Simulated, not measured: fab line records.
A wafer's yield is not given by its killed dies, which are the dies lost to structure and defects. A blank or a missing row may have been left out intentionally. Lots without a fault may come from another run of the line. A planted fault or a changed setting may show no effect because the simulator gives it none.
Which tool did it? -- flow berkeley cmos170 -- 15 lots, 45 wafers sampled, at 2 steps of a route of 331

== WHAT EACH GAUGE READ, for each wafer ==
UCB170_V2_THK_MEAS_04.
lot,measured,on,V2_POLISHED_THK (nm)
L480,day 8 22:30,film metro-02,1002.6 1000.4 1001.0
L481,day 8 23:47,film metro-04,999.4 1002.0 1001.4
L482,day 9 00:26,film metro-03,998.5 1000.9 999.9
L483,day 9 23:47,film metro-04,1001.9 1002.1 1000.3
L485,day 10 15:39,film metro-04,1003.5 999.6 1001.8
L486,day 10 17:05,film metro-02,997.9 998.6 998.9
L488,day 11 06:08,film metro-04,998.9 999.3 1000.1
L487,day 11 07:27,film metro-03,998.7 1002.0 1000.9
L489,day 11 12:42,film metro-03,999.3 1000.1 997.9
L491,day 12 06:32,film metro-03,1323.8 1322.3 1335.4
L493,day 12 07:39,film metro-02,1341.6 1341.7 1333.2
L494,day 12 23:14,film metro-03,1352.3 1340.2 1351.0
L498,day 13 09:42,film metro-03,1001.4 1001.2 999.6
L503,day 14 04:02,film metro-03,1001.2 1000.7 999.5
L501,day 14 06:17,film metro-02,998.7 1000.1 998.2

== WHICH TOOL RAN EACH LOT (tool, then ch and the chambers of the sampled wafers, then the start) ==
lot,UCB170_V2_CMP_02
L480,"cmp-01 ch 0,1, day 8 22:05"
L481,"cmp-02 ch 0,2,3, day 8 23:22"
L482,"cmp-02 ch 0,1,3, day 9 00:01"
L483,"cmp-02 ch 0,1,3, day 9 23:21"
L485,"cmp-01 ch 1,2, day 10 15:16"
L486,"cmp-02 ch 1,2,3, day 10 16:43"
L488,"cmp-02 ch 0,3, day 11 05:43"
L487,"cmp-01 ch 0,1,2, day 11 07:04"
L489,"cmp-02 ch 1,2, day 11 12:16"
L491,"cmp-02 ch 0,1,2, day 12 06:13"
L493,"cmp-02 ch 1,2,3, day 12 07:18"
L494,"cmp-02 ch 0,1,2, day 12 22:49"
L498,"cmp-01 ch 0,3, day 13 09:20"
L503,"cmp-01 ch 1,2,3, day 14 03:40"
L501,"cmp-01 ch 2,3, day 14 05:52"
- UCB170_V2_CMP_02: polishes SiO2.

== WHAT THE TOOLS THEMSELVES READ (means of the sampled wafers that have a number; where no wafer has one, the mark that the record gives instead) ==
UCB170_V2_CMP_02.
lot,tool,motor current A (A)
L480,cmp-01,18.6
L481,cmp-02,17.5
L482,cmp-02,17.3
L483,cmp-02,17.0
L485,cmp-01,17.6
L486,cmp-02,17.0
L488,cmp-02,18.5
L487,cmp-01,17.2
L489,cmp-02,15.2
L491,cmp-02,16.2
L493,cmp-02,16.9
L494,cmp-02,15.9
L498,cmp-01,17.8
L503,cmp-01,16.9
L501,cmp-01,15.6

== THE ANSWER, worked out from the rows above alone ==
Rule: usual is defined by the lots themselves. Put in order of their means at a reading, lots are off if they are a third of the lots or fewer, leave a main group of 4 or more, and stand apart from it by a gap of 3 or more times the standard deviation of the main group's means; of several such gaps the widest counts. A main group whose means are all the same, to the digits that the tables above print for the reading, isn't used. Also off: a lot with no number at a reading for which 4 or more lots have one. All remaining lots with rows at the step are treated as sound. First the gauges in route order, then the tools' own readings, where a lot's mean is used as printed above. At the first step where some lot is off, the reading lying furthest off is the one used; lots without a number count as furthest.
Off: L491, L493, L494, at UCB170_V2_THK_MEAS_04 (V2_POLISHED_THK). The main group has a mean of 1000.2 nm with a standard deviation of 1.
A tool fits if, at a process step before that reading, it ran every lot that is off, and no sound lot after the first of them. Those tools and the gauges at UCB170_V2_THK_MEAS_04 are tried in the same way. One fits: cmp-02 at UCB170_V2_CMP_02. A fault onset in the window from L489 (day 11 12:16, its last sound lot) to L491 (day 12 06:13, its first lot off) fits.

== WHAT WAS PUT IN BY THE SIMULATOR ==
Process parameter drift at UCB170_V2_CMP_02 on cmp-02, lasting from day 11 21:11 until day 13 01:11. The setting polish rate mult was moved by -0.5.
Lots struck among those shown: L491, L493, L494. The rule above found the same.
